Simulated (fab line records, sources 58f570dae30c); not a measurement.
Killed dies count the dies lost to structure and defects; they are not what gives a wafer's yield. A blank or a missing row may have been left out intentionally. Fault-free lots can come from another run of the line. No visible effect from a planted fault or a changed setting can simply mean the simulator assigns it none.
The tool behind it: which one? || flow berkeley-cmos170 || Sampling: 7 lots, 21 wafers, 3 of 331 route steps

WHAT THE GAUGES READ, wafer by wafer
UCB170_V2_CD_MEAS_12: the cd target is 700 nm.
{"lot": "L273", "measured": "day 9 05:35", "on": "cd-sem-01", "cd-nm (nm)": "701.7 700.4 700.5"}
{"lot": "L275", "measured": "day 9 08:27", "on": "cd-sem-01", "cd-nm (nm)": "700.5 700.9 699.7"}
{"lot": "L281", "measured": "day 10 13:11", "on": "cd-sem-02", "cd-nm (nm)": "702.0 699.6 701.6"}
{"lot": "L283", "measured": "day 11 02:27", "on": "cd-sem-02", "cd-nm (nm)": "698.4 698.9 699.4"}
{"lot": "L286", "measured": "day 11 10:13", "on": "cd-sem-01", "cd-nm (nm)": "677.9 677.7 677.7"}
{"lot": "L291", "measured": "day 12 03:44", "on": "cd-sem-02", "cd-nm (nm)": "698.9 699.3 698.9"}
{"lot": "L295", "measured": "day 13 03:16", "on": "cd-sem-02", "cd-nm (nm)": "699.4 700.1 699.5"}

WHICH TOOL RAN EACH LOT (tool, then ch and the chambers of the sampled wafers, then the start)
{"lot": "L273", "UCB170_V2_CMP_02": "cmp-01 ch 2,3, day 9 03:14", "UCB170_V2_PEB_10": "litho-track-01 ch 0, day 9 05:18"}
{"lot": "L275", "UCB170_V2_CMP_02": "cmp-01 ch 0,1,3, day 9 06:50", "UCB170_V2_PEB_10": "litho-track-04 ch 0, day 9 08:11"}
{"lot": "L281", "UCB170_V2_CMP_02": "cmp-02 ch 0,1,3, day 10 06:43", "UCB170_V2_PEB_10": "litho-track-04 ch 0, day 10 12:00"}
{"lot": "L283", "UCB170_V2_CMP_02": "cmp-02 ch 1,2, day 10 23:17", "UCB170_V2_PEB_10": "litho-track-01 ch 0, day 11 02:00"}
{"lot": "L286", "UCB170_V2_CMP_02": "cmp-01 ch 0,2,3, day 11 08:39", "UCB170_V2_PEB_10": "litho-track-04 ch 0, day 11 09:57"}
{"lot": "L291", "UCB170_V2_CMP_02": "cmp-01 ch 1,2, day 12 00:55", "UCB170_V2_PEB_10": "litho-track-01 ch 0, day 12 03:28"}
{"lot": "L295", "UCB170_V2_CMP_02": "cmp-01 ch 0,1,2, day 13 01:27", "UCB170_V2_PEB_10": "litho-track-03 ch 0, day 13 02:49"}
- UCB170_V2_CMP_02: polishes SiO2.
- UCB170_V2_PEB_10

THE ANSWER, worked out from the rows above alone
Rule: what is usual is taken from the lots themselves. Put in order of their means at a reading, lots are off if they are a third of the lots or fewer, leave a main group of 4 or more, and stand apart from it by a gap of 3 or more times the standard deviation of the main group's means; of several such gaps the widest counts. A main group is skipped when, at the precision printed for the reading in the tables above, its means are all equal. Also off: a lot with no number at a reading for which 4 or more lots have one. All remaining lots with rows at the step are treated as sound.
Off: L286, at UCB170_V2_CD_MEAS_12 (cd-nm). The main group has a mean of 700.0 nm with a standard deviation of 0.84.
A tool fits if, at a process step before that reading, it ran every lot that is off, and no sound lot after the first of them. Gauges at UCB170_V2_CD_MEAS_12: tried the same way as those tools. This does not decide it: 2 tools fit, namely litho-track-04 at UCB170_V2_PEB_10 and cd-sem-01 at UCB170_V2_CD_MEAS_12.

WHAT WAS PUT IN BY THE SIMULATOR
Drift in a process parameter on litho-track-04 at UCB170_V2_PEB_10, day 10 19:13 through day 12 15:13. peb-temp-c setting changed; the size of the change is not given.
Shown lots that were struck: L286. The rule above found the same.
